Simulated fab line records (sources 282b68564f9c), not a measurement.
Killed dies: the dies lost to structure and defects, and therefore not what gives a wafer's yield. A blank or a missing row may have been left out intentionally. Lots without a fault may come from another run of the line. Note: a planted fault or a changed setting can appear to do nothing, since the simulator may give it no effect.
Which tool was responsible? + flow ritCmos + 42 wafers from 14 lots sampled at 2 of the route's 202 steps

WHAT EACH GAUGE READ, for each wafer
The record lacks any reading of a measuring or inspecting step that a usual standard deviation could be used to judge.

TOOL THAT RAN EACH LOT (tool first, then ch and the chambers of the sampled wafers, then the start)
| lot  | RIT_M1_SOFTBAKE_05              | RIT_M1_PROBE_99        |
|------|---------------------------------|------------------------|
| L474 | lithoTrack-01 ch 0, day 3 06:07 | -                      |
| L475 | lithoTrack-01 ch 0, day 3 12:31 | -                      |
| L476 | lithoTrack-01 ch 0, day 3 16:13 | -                      |
| L477 | lithoTrack-02 ch 0, day 3 20:18 | prober-02, day 4 00:52 |
| L478 | lithoTrack-03 ch 0, day 4 03:02 | prober-01, day 4 06:35 |
| L479 | lithoTrack-01 ch 0, day 4 11:37 | -                      |
| L480 | lithoTrack-03 ch 0, day 4 15:08 | prober-01, day 4 18:44 |
| L481 | lithoTrack-01 ch 0, day 4 18:35 | -                      |
| L485 | lithoTrack-02 ch 0, day 5 18:26 | prober-02, day 5 22:40 |
| L488 | lithoTrack-02 ch 0, day 6 09:10 | prober-01, day 6 15:52 |
| L493 | lithoTrack-03 ch 0, day 7 07:25 | -                      |
| L494 | lithoTrack-03 ch 0, day 7 15:02 | prober-01, day 7 19:38 |
| L496 | lithoTrack-03 ch 0, day 8 00:18 | -                      |
| L497 | lithoTrack-03 ch 0, day 8 05:58 | -                      |
- RIT_M1_SOFTBAKE_05: time 60 s.
- RIT_M1_PROBE_99

AS READ BY THE TOOLS THEMSELVES (means over the sampled wafers that have a number; for cases with no such wafer, the mark the record gives instead)
RIT_M1_SOFTBAKE_05. Usual: chillPlateTempC 23.01 C, standard deviation 0.1; heaterPowerTotalW 34.56 W, standard deviation 0.046; plateTempC 90.00 C, standard deviation 0.11.
| lot  | tool          | chillPlateTempC (C) | heaterPowerTotalW (W) | plateTempC (C) | flag |
|------|---------------|---------------------|-----------------------|----------------|------|
| L474 | lithoTrack-01 | 23.11               | 34.57                 | 90.07          |      |
| L475 | lithoTrack-01 | 23.05               | 34.55                 | 89.91          |      |
| L476 | lithoTrack-01 | 22.99               | 34.59                 | 89.92          |      |
| L477 | lithoTrack-02 | 23.01               | 34.60                 | 90.01          |      |
| L478 | lithoTrack-03 | 23.03               | 34.60                 | 90.11          |      |
| L479 | lithoTrack-01 | 22.86               | 34.56                 | 89.95          |      |
| L480 | lithoTrack-03 | 23.11               | 34.51                 | 89.87          |      |
| L481 | lithoTrack-01 | 23.09               | 34.54                 | 89.92          |      |
| L485 | lithoTrack-02 | 23.06               | 33.50                 | 87.99          | OFF  |
| L488 | lithoTrack-02 | 23.02               | 33.54                 | 87.99          | OFF  |
| L493 | lithoTrack-03 | 22.96               | 34.55                 | 89.97          |      |
| L494 | lithoTrack-03 | 22.99               | 34.59                 | 90.09          |      |
| L496 | lithoTrack-03 | 23.03               | 34.59                 | 90.19          |      |
| L497 | lithoTrack-03 | 23.09               | 34.61                 | 90.02          |      |

RIT_M1_PROBE_99. Usual: defectLimitedYield 97.3 %, standard deviation 1.1; killed_at_M0_to_M3 0.0, standard deviation 0.12; killedAtContacts 0.1, standard deviation 0.24; killedAtFrontEnd 7.1, standard deviation 3; killedDies 7.2, standard deviation 3; killedOpen 3.7, standard deviation 2; killedShort 3.5, standard deviation 2; sort_bin_3_pad_short 0.1 %, standard deviation 0.2; sort_bin_5_function 1.6 %, standard deviation 0.73; sort_bin_6_memory 1.0 %, standard deviation 0.67; sortNPass 256.8, standard deviation 3; sortYieldPct 97.3 %, standard deviation 1.1.
| lot  | tool      | defectLimitedYield (%) | killed_at_M0_to_M3 | killedAtContacts | killedAtFrontEnd | killedDies | killedOpen | killedShort | sort_bin_3_pad_short (%) | sort_bin_5_function (%) | sort_bin_6_memory (%) | sortNPass | sortYieldPct (%) | flag |
|------|-----------|------------------------|--------------------|------------------|------------------|------------|------------|-------------|--------------------------|-------------------------|-----------------------|-----------|------------------|------|
| L477 | prober-02 | 99.0                   | 0.0                | 0.3              | 2.3              | 2.7        | 2.0        | 0.7         | 0.0                      | 0.8                     | 0.3                   | 261.3     | 99.0             |      |
| L478 | prober-01 | 97.5                   | 0.0                | 0.0              | 6.7              | 6.7        | 4.0        | 2.7         | 0.1                      | 1.4                     | 1.0                   | 257.3     | 97.5             |      |
| L480 | prober-01 | 97.0                   | 0.0                | 0.3              | 7.7              | 8.0        | 6.0        | 2.0         | 0.0                      | 1.5                     | 1.5                   | 256.0     | 97.0             |      |
| L485 | prober-02 | 97.8                   | 0.0                | 0.0              | 5.7              | 5.7        | 3.0        | 2.7         | 0.0                      | 1.1                     | 1.0                   | 258.3     | 97.8             |      |
| L488 | prober-01 | 96.6                   | 0.0                | 0.3              | 8.7              | 9.0        | 5.0        | 4.0         | 0.1                      | 1.8                     | 1.5                   | 255.0     | 96.6             |      |
| L494 | prober-01 | 96.6                   | 0.0                | 0.0              | 9.0              | 9.0        | 3.3        | 5.7         | 0.3                      | 1.9                     | 1.2                   | 255.0     | 96.6             |      |

THE ANSWER, worked out from the rows above alone
Rule: take the mean of a lot's wafers that have a number; if it is more than 3 standard deviations from the usual mean, the lot is off. Also off: a lot with no number at a reading for which 4 or more lots have one. All remaining lots with rows at the step are treated as sound. The gauges are gone through in route order, then the tools' own readings, and for those a lot's mean is taken as printed above. At the first step where some lot is off, the reading lying furthest off is the one used; lots without a number count as furthest.
Off, at RIT_M1_SOFTBAKE_05 on heaterPowerTotalW: L485, L488.
A tool fits if, at that step or a process step before it, it ran every lot that is off, and no sound lot after the first of them. One fits: RIT_M1_SOFTBAKE_05 on lithoTrack-02. Its last sound lot is L477 (day 3 20:18), its first lot that is off L485 (day 5 18:26): a fault that began between those two fits.
The tool's own readings at RIT_M1_SOFTBAKE_05 bear it out: on the lots that are off they differ by more than 5 times the standard deviation of the sound lots' means. heaterPowerTotalW reads 33.52 W there against 34.57 W on the sound lots; plateTempC reads 87.99 C there against 90.00 C on the sound lots.

WHAT THE SIMULATOR HAD PUT IN
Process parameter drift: lithoTrack-02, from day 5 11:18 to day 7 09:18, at RIT_M1_SOFTBAKE_05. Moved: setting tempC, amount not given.
Struck lots among those shown: L485, L488. Same finding as the rule above.
